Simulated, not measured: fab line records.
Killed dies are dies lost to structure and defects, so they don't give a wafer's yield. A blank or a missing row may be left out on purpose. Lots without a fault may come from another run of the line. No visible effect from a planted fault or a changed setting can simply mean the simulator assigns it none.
2 desks looking at one fault || flow ritCmos || every desk sees just its own numbers, and what lay behind them comes last

FOR THE TOOL OWNER'S DESK: implanter-03
For each lot that ran on this tool, the mean over its sampled wafers that have a number, from the tool's own readings at RIT_NRETRO_IMPLANT_08. If a lot's mean is further than 4 standard deviations from the usual mean, the lot is out of limits and carries the mark OUT (the distance appears in the brackets).
Columns: A = beamEnergyKeV at RIT_NRETRO_IMPLANT_08, usual 69.998
{"lot": "L540", "first seen here": "day 3 06:47", "A": 70.005}
{"lot": "L552", "first seen here": "day 5 18:37", "A": "75.113 (+99 or more) OUT"}
{"lot": "L554", "first seen here": "day 6 07:02", "A": "75.113 (+99 or more) OUT"}
{"lot": "L556", "first seen here": "day 6 15:17", "A": "75.085 (+99 or more) OUT"}
This desk finds L552, L554, L556 out of limits, L552 being first, at day 5 18:37 (beamEnergyKeV at RIT_NRETRO_IMPLANT_08). L540 stayed within limits.

THE METROLOGY DESK
Lot by lot, what the gauges showed, no matter which tool ran the lot: averages of those sampled wafers that carry a number. If a lot's mean is further than 4 standard deviations from the usual mean, the lot is out of limits and carries the mark OUT (the distance appears in the brackets).
Columns: A = PWELL_TW at RIT_PWELL_TW_MEAS_10, usual 956; B = NWELL_RS at RIT_WELLDRIVE_RS_MEAS_01, usual 275.5 ohm/sq; C = PWELL_RS at RIT_WELLDRIVE_RS_MEAS_02, usual 429.4 ohm/sq; D = NRETRO_OVL at RIT_NRETRO_OVL_MEAS_06, usual -0.5 nm
{"lot": "L540", "first seen here": "day 2 23:26", "A": 957, "B": 275.6, "C": 429.4, "D": 1.5}
{"lot": "L542", "first seen here": "day 3 10:37", "A": 958, "B": 275.9, "C": 429.9, "D": -0.3}
{"lot": "L552", "first seen here": "day 5 09:14", "A": 960, "B": 275.6, "C": 427.6, "D": 1.2}
{"lot": "L554", "first seen here": "day 5 22:38", "A": 958, "B": 274.4, "C": 427.8, "D": 0.0}
{"lot": "L555", "first seen here": "day 6 04:49", "A": 962, "B": 275.7, "C": 429.0, "D": -2.1}
{"lot": "L556", "first seen here": "day 6 08:37", "A": 960, "B": 276.1, "C": 429.5, "D": 0.4}
{"lot": "L558", "first seen here": "day 6 15:37", "A": 953, "B": 275.2, "C": 430.1, "D": -0.1}
This desk's verdict: no lot among the 7 shows anything out of limits.

TAKEN TOGETHER
On L552, L554, L556, at day 5 18:37, an alarm was possible from the tool owner's desk.
From the metrology desk's view, nothing was out of limits.
The metrology desk has L552, L554, L556 on record, within its limits.
The lots listed all ran RIT_NRETRO_IMPLANT_08 on implanter-03.

WHAT THE SIMULATOR HAD PUT IN
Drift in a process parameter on implanter-03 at RIT_NRETRO_IMPLANT_08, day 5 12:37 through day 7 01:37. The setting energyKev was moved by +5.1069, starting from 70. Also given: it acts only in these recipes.
Struck lots among those shown: L552, L554, L556.
Each desk's first reading out of limits, in hours after the fault started: the tool owner's desk, 6.
